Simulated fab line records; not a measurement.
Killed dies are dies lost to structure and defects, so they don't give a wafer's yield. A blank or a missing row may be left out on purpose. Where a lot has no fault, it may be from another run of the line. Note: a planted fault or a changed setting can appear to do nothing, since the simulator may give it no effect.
The tool behind it: which one? | flow berkeley cmos170 | 21 wafers from 7 lots sampled at 2 of the route's 331 steps

WHAT THE GAUGES READ, wafer by wafer
UCB170_PWELL_THK_MEAS_06.
lot  | measured    | on            | PWELL_NITRIDE_THK (nm)
L282 | day 3 10:38 | film metro-03 | 214.9 216.2 216.1
L286 | day 4 08:58 | film metro-01 | 221.4 220.6 221.1
L288 | day 4 18:06 | film metro-02 | 223.7 222.7 224.0
L291 | day 5 18:17 | film metro-02 | 217.5 215.1 215.7
L293 | day 6 00:19 | film metro-02 | 222.2 220.3 221.9
L295 | day 6 10:49 | film metro-01 | 436.2 437.6 437.4
L302 | day 7 17:17 | film metro-03 | 441.0 437.9 439.7

TOOL THAT RAN EACH LOT (tool first, then ch and the chambers of the sampled wafers, then the start)
lot  | UCB170_PWELL_CVD_05
L282 | lpcvd-02 ch 0, day 3 08:42
L286 | lpcvd-01 ch 0, day 4 07:03
L288 | lpcvd-01 ch 0, day 4 15:14
L291 | lpcvd-02 ch 1, day 5 16:22
L293 | lpcvd-02 ch 1, day 5 22:23
L295 | lpcvd-02 ch 1, day 6 06:47
L302 | lpcvd-01 ch 1, day 7 13:16
- UCB170_PWELL_CVD_05: deposits Si3N4 from SiH2Cl2/NH3, target thk 220 nm, time 3300 s.

THE ANSWER, worked out from the rows above alone
Rule: what is usual is taken from the lots themselves. Put in order of their means at a reading, lots are off if they are a third of the lots or fewer, leave a main group of 4 or more, and stand apart from it by a gap of 3 or more times the standard deviation of the main group's means; of several such gaps the widest counts. The tables above print the reading to a certain number of digits; a main group whose means all agree to those digits is not used. A lot without any number at a reading at which 4 lots or more have one is off too. Where the step has rows for the other lots, those lots are counted as sound.
Off: L295, L302, seen at UCB170_PWELL_THK_MEAS_06 (PWELL_NITRIDE_THK). The main group: mean 219.6 nm, standard deviation 3.1.
If a tool, at a process step before that reading, ran all the lots that are off and no sound lot after the first of them, it fits. Those tools and the gauges at UCB170_PWELL_THK_MEAS_06 are tried in the same way. None of those tried fits.

WHAT HAD BEEN PUT IN BY THE SIMULATOR
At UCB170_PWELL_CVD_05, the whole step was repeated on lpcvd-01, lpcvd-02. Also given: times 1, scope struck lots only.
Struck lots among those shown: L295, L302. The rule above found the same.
